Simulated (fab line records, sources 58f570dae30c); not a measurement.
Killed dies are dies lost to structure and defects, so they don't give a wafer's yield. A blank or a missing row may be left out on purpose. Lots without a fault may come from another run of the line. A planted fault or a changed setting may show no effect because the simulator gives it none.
One fault seen from 2 desks | flow berkeley_cmos170 | each desk has only its own numbers; what lay behind them comes last

THE TOOL OWNER'S DESK: cmp-02
The tool's own readings at UCB170_V1_CMP_02 (polishes SiO2): means of the sampled wafers that have a number, for each lot that ran on this tool. A lot is out of limits, marked OUT, if its mean lies more than 4 standard deviations from the usual mean; the brackets give that distance.
Columns: A = motor_current_A at UCB170_V1_CMP_02, usual 15.9 A
lot  | first seen here | A
L717 | day 7 14:41     | 15.5
L715 | day 7 14:59     | 15.8
L718 | day 7 21:05     | 15.6
L722 | day 9 00:38     | 15.2
L727 | day 9 13:44     | 15.5
L729 | day 10 07:54    | 16.0
This desk's finding: nothing out of limits on any of the 6 lots.

THE METROLOGY DESK
What the gauges read, lot by lot, whatever tool the lot ran on: means of the sampled wafers that have a number. A lot is out of limits, marked OUT, if its mean lies more than 4 standard deviations from the usual mean; the brackets give that distance.
Columns: A = PSD_OVL at UCB170_PSD_OVL_MEAS_07, usual 3 nm; B = V1_BOW at UCB170_V1_BOW_MEAS_03, usual 19 um; C = V1_POLISHED_THK at UCB170_V1_THK_MEAS_04, usual 999.9 nm; D = M2_AL_THK at UCB170_M2_THK_MEAS_03, usual 899 nm; E = M3_OVL at UCB170_M3_OVL_MEAS_16, usual 0 nm
lot  | first seen here | A  | B  | C               | D   | E
L716 | day 6 17:37     | 9  | 19 | 999.3           | 902 | -3
L717 | day 6 17:44     | 3  | 22 | 1000.2          | 891 | -10
L715 | day 6 17:52     | 5  | 21 | 999.6           | 872 | 0
L718 | day 7 01:16     | 2  | 19 | 999.2           | 902 | -10
L719 | day 7 01:23     | -5 | 18 | 1000.3          | 898 | 2
L722 | day 8 04:50     | 5  | 18 | 999.6           | 908 | -3
L723 | day 8 05:16     | -1 | 16 | 1000.6          | 898 | -4
L721 | day 8 05:32     | -5 | 18 | 1001.2          | 915 | -4
L726 | day 8 18:37     | 2  | 11 | 1000.8          | 889 | -1
L727 | day 8 18:47     | 1  | 12 | -               | -   | -
L729 | day 9 16:51     | 0  | 12 | 925.3 (-57) OUT | -   | -
L735 | day 10 16:07    | 1  | 21 | 1001.3          | 897 | -1
L737 | day 11 04:53    | 1  | 22 | 999.9           | 902 | 8
L738 | day 11 14:53    | 3  | 24 | 999.5           | 908 | -6
This desk's finding: out of limits on L729; first on L729, day 10 13:32 (V1_POLISHED_THK at UCB170_V1_THK_MEAS_04). In limits: L716, L717, L715, L718, L719, L722, L723, L721, L726, L727, L735, L737, L738.

PUT TOGETHER
The metrology desk could have raised an alarm at day 10 13:32, on L729.
The tool owner's desk saw nothing out of limits.
The tool owner's desk has L729 on record, within its limits.
Of the lots named, all ran UCB170_V1_CMP_02 on cmp-02.

WHAT THE SIMULATOR HAD PUT IN
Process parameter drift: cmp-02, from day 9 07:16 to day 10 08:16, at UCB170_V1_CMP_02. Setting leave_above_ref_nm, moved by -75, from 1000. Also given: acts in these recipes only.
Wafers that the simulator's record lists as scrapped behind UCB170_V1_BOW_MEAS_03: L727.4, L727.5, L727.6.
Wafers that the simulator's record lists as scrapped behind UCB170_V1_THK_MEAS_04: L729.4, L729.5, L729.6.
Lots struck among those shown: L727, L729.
Hours from the fault's start to each desk's first reading out of limits: the metrology desk, 30.
